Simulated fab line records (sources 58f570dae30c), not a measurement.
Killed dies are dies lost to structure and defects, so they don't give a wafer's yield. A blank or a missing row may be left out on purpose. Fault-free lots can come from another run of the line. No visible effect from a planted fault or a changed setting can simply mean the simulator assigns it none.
Commonality check across tools	flow berkeleyCmos170	15 lots and 45 wafers in the sample

== WHY IT WAS OPENED ==
Flagged at UCB170_NLDD_CD_MEAS_06: reading cdNm, on 3 of 15 lots. Fault-free wafers read 1200.3 nm, with a standard deviation of 1.6.
Rule: flag the lot when none of its wafers has a number, or when each of its wafers that has one lies beyond 4 standard deviations from that mean. The other lots count as sound.

lot	measured	on	cdNm (nm), wafer by wafer	flag
L807	day 7 14:41	cdSem-02	1201.1 1200.9 1200.6	
L806	day 7 14:59	cdSem-02	1199.6 1200.7 1199.9	
L808	day 7 15:13	cdSem-01	1198.3 1199.9 1199.2	
L809	day 8 03:25	cdSem-01	1200.7 1199.8 1201.7	
L810	day 8 03:48	cdSem-02	1201.2 1199.9 1200.3	
L813	day 8 13:46	cdSem-02	1202.1 1201.3 1202.6	
L811	day 8 14:51	cdSem-02	1199.6 1199.4 1199.1	
L814	day 9 00:07	cdSem-02	1200.3 1200.0 1200.0	
L815	day 9 00:49	cdSem-01	1199.5 1201.5 1199.5	
L817	day 9 16:52	cdSem-02	1198.7 1199.6 1198.6	
L821	day 10 13:20	cdSem-02	1246.4 1247.6 1246.0	FLAGGED
L827	day 11 17:50	cdSem-02	1201.7 1201.6 1200.8	
L825	day 11 18:21	cdSem-01	1235.8 1236.8 1236.5	FLAGGED
L826	day 11 18:40	cdSem-01	1238.0 1236.4 1236.9	FLAGGED
L828	day 11 19:02	cdSem-02	1203.4 1201.7 1202.4	
The mean of the flagged lots' numbers is 1240.0 nm, +39.7 nm from the usual (+25 standard deviations).

== LOT BY LOT: THE TOOL USED ==
The record holds 1 process step before the reading, out of a route of 331 steps. In each cell: the tool, then ch and the chambers that the sampled wafers went through, then the start.
lot	flag	UCB170_NLDD_PEB_04
L807		lithoTrack-02 ch 0, day 7 14:25
L806		lithoTrack-01 ch 0, day 7 14:43
L808		lithoTrack-04 ch 0, day 7 14:57
L809		lithoTrack-04 ch 0, day 8 03:08
L810		lithoTrack-02 ch 0, day 8 03:32
L813		lithoTrack-04 ch 0, day 8 13:30
L811		lithoTrack-02 ch 0, day 8 14:35
L814		lithoTrack-01 ch 0, day 8 23:51
L815		lithoTrack-01 ch 0, day 9 00:33
L817		lithoTrack-04 ch 0, day 9 16:00
L821	FLAGGED	lithoTrack-01 ch 0, day 10 13:04
L827		lithoTrack-02 ch 0, day 11 17:34
L825	FLAGGED	lithoTrack-01 ch 0, day 11 18:04
L826	FLAGGED	lithoTrack-01 ch 0, day 11 18:00
L828		lithoTrack-02 ch 0, day 11 18:46
What these steps do:
- UCB170_NLDD_PEB_04
- UCB170_NLDD_CD_MEAS_06: target cd 1200 nm.

== FLAGGED AGAINST TOTAL, ONE TOOL AT A TIME (gauges that did the reading follow at the end) ==
step	tool	lots run	flagged	share of the flagged lots	sound lots run after its first flagged lot
UCB170_NLDD_PEB_04	lithoTrack-01	6	3	all	0
UCB170_NLDD_PEB_04	lithoTrack-02	5	0	none	-
UCB170_NLDD_PEB_04	lithoTrack-04	4	0	none	-
UCB170_NLDD_CD_MEAS_06	cdSem-01	5	2	some	0
UCB170_NLDD_CD_MEAS_06	cdSem-02	10	1	some	2 (L827,L828)

== THE TABLE: WHAT IT ALLOWS ==
All flagged lots share 1 row of the table, namely lithoTrack-01 at UCB170_NLDD_PEB_04.
- lithoTrack-01 at UCB170_NLDD_PEB_04: 3 of its 6 lots flagged. Its last sound lot is L815 (day 9 00:33), its first flagged lot L821 (day 10 13:04): a fault that began between those two fits. Its own readings (heaterPowerTotalW, plateTempC) fall more than 4 standard deviations out on all wafers of the flagged lots.
What remains is a single tool, lithoTrack-01 at UCB170_NLDD_PEB_04.

== WHAT THE SIMULATOR HAD INSERTED ==
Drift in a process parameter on lithoTrack-01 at UCB170_NLDD_PEB_04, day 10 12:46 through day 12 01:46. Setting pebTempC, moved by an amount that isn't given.
Lots struck among those shown: L821, L825, L826. This agrees with what the rule above found.
